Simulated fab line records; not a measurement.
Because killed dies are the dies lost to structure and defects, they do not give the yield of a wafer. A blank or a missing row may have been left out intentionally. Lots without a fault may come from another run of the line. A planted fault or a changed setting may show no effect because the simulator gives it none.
Which of the tools did it? -- flow berkeleyCmos170 -- 21 wafers from 7 lots sampled at 2 of the route's 331 steps

## WHAT THE GAUGES SHOWED, per wafer
UCB170_FIELD_THK_MEAS_02.
lot,measured,on,FIELD_OXIDE_THK (nm)
L545,day 6 03:34,filmMetro-02,558 549 551
L547,day 6 11:32,filmMetro-02,531 542 549
L551,day 7 08:56,filmMetro-03,555 551 557
L553,day 7 23:29,filmMetro-01,680 674 680
L555,day 8 08:28,filmMetro-01,673 679 674
L562,day 9 13:24,filmMetro-02,559 550 558
L564,day 10 06:16,filmMetro-02,566 567 571

## WHICH TOOL RAN EACH LOT (tool, then ch and the chambers of the sampled wafers, then the start)
lot,UCB170_FIELD_OXIDATION_01
L545,"furnace-02 ch 0, day 6 00:31"
L547,"furnace-04 ch 0, day 6 08:28"
L551,"furnace-01 ch 0, day 7 05:55"
L553,"furnace-04 ch 0, day 7 20:28"
L555,"furnace-04 ch 0, day 8 05:28"
L562,"furnace-02 ch 0, day 9 10:24"
L564,"furnace-02 ch 0, day 10 03:15"
- UCB170_FIELD_OXIDATION_01: target thk 558.3 nm, ox time 7200 s.

## THE ANSWER, worked out from the rows above alone
Rule: the usual values come from the lots themselves. The widest of any qualifying gaps counts: lots, ordered by their means at a reading, are off when they make up no more than a third of the lots, leave a main group of 4 or more, and stand apart from it by 3 or more times the standard deviation of that group's means. If all means in a main group match to the digits the tables above print for the reading, that group is not used. A lot without any number at a reading at which 4 lots or more have one is off too. Where the step has rows for the other lots, those lots are counted as sound.
Off: L553, L555, at UCB170_FIELD_THK_MEAS_02 (FIELD_OXIDE_THK). The main group: mean 554 nm, standard deviation 8.7.
If a tool, at a process step before that reading, ran all the lots that are off and no sound lot after the first of them, it fits. Gauges at UCB170_FIELD_THK_MEAS_02: tried the same way as those tools. 2 tools fit, furnace-04 at UCB170_FIELD_OXIDATION_01 and filmMetro-01 at UCB170_FIELD_THK_MEAS_02, so this cannot tell which one it is.

## WHAT THE SIMULATOR HAD PUT IN
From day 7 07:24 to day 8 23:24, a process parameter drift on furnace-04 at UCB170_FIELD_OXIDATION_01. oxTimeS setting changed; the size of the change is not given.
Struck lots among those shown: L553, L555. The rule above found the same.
